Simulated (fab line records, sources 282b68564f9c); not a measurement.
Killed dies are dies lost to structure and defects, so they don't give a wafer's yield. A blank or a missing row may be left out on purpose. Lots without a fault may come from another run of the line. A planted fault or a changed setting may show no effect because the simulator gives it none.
One fault seen from 2 desks | flow rit_cmos | each desk has only its own numbers; what lay behind them comes last

THE TOOL OWNER'S DESK: plasma_asher-04
The tool's own readings at RIT_PWELL_STRIP_09 (strips in O2, time 180 s): means of the sampled wafers that have a number, for each lot that ran on this tool. A lot is out of limits, marked OUT, if its mean lies more than 4 standard deviations from the usual mean; the brackets give that distance.
Columns: A = drypump_motor_current_A at RIT_PWELL_STRIP_09, usual 5.6 A
lot  | first seen here | A
L305 | day 2 19:32     | 5.8
L315 | day 4 20:22     | 5.8
L316 | day 5 01:43     | 5.4
This desk's finding: nothing out of limits on any of the 3 lots.

THE METROLOGY DESK
What the gauges read, lot by lot, whatever tool the lot ran on: means of the sampled wafers that have a number. A lot is out of limits, marked OUT, if its mean lies more than 4 standard deviations from the usual mean; the brackets give that distance. Of its 9 readings 7 are shown: those that lie furthest out on some lot.
Columns: A = NWELL_TW at RIT_NWELL_TW_MEAS_10, usual 2151; B = PWELL_OVL at RIT_PWELL_OVL_MEAS_06, usual 0.0 nm; C = NWELL_RS at RIT_WELLDRIVE_RS_MEAS_01, usual 275.5 ohm/sq; D = NRETRO_OVL at RIT_NRETRO_OVL_MEAS_06, usual 0.1 nm; E = NRETRO_TW at RIT_NRETRO_TW_MEAS_10, usual 1044; F = PRETRO_OVL at RIT_PRETRO_OVL_MEAS_06, usual -0.5 nm; G = PRETRO_TW at RIT_PRETRO_TW_MEAS_10, usual 471
lot  | first seen here | A    | B    | C     | D    | E    | F    | G
L301 | day 1 21:25     | 2162 | -0.2 | 276.5 | -0.9 | 1060 | -0.6 | 466
L305 | day 2 18:04     | 2135 | -0.1 | 274.6 | -1.0 | 1025 | -0.9 | 475
L310 | day 3 20:10     | 2150 | -1.8 | 275.5 | 1.9  | 1045 | -0.7 | 475
L315 | day 4 18:52     | 2153 | 0.4  | 274.2 | -0.3 | 1054 | -0.5 | 478
L316 | day 5 00:13     | 2172 | -0.5 | 273.4 | -2.0 | 1026 | 0.6  | 466
L317 | day 5 04:54     | 2136 | -0.9 | 275.1 | 0.4  | 1029 | 1.7  | 477
This desk's finding: nothing out of limits on any of the 6 lots.

PUT TOGETHER
The tool owner's desk saw nothing out of limits.
The metrology desk saw nothing out of limits.

WHAT THE SIMULATOR HAD PUT IN
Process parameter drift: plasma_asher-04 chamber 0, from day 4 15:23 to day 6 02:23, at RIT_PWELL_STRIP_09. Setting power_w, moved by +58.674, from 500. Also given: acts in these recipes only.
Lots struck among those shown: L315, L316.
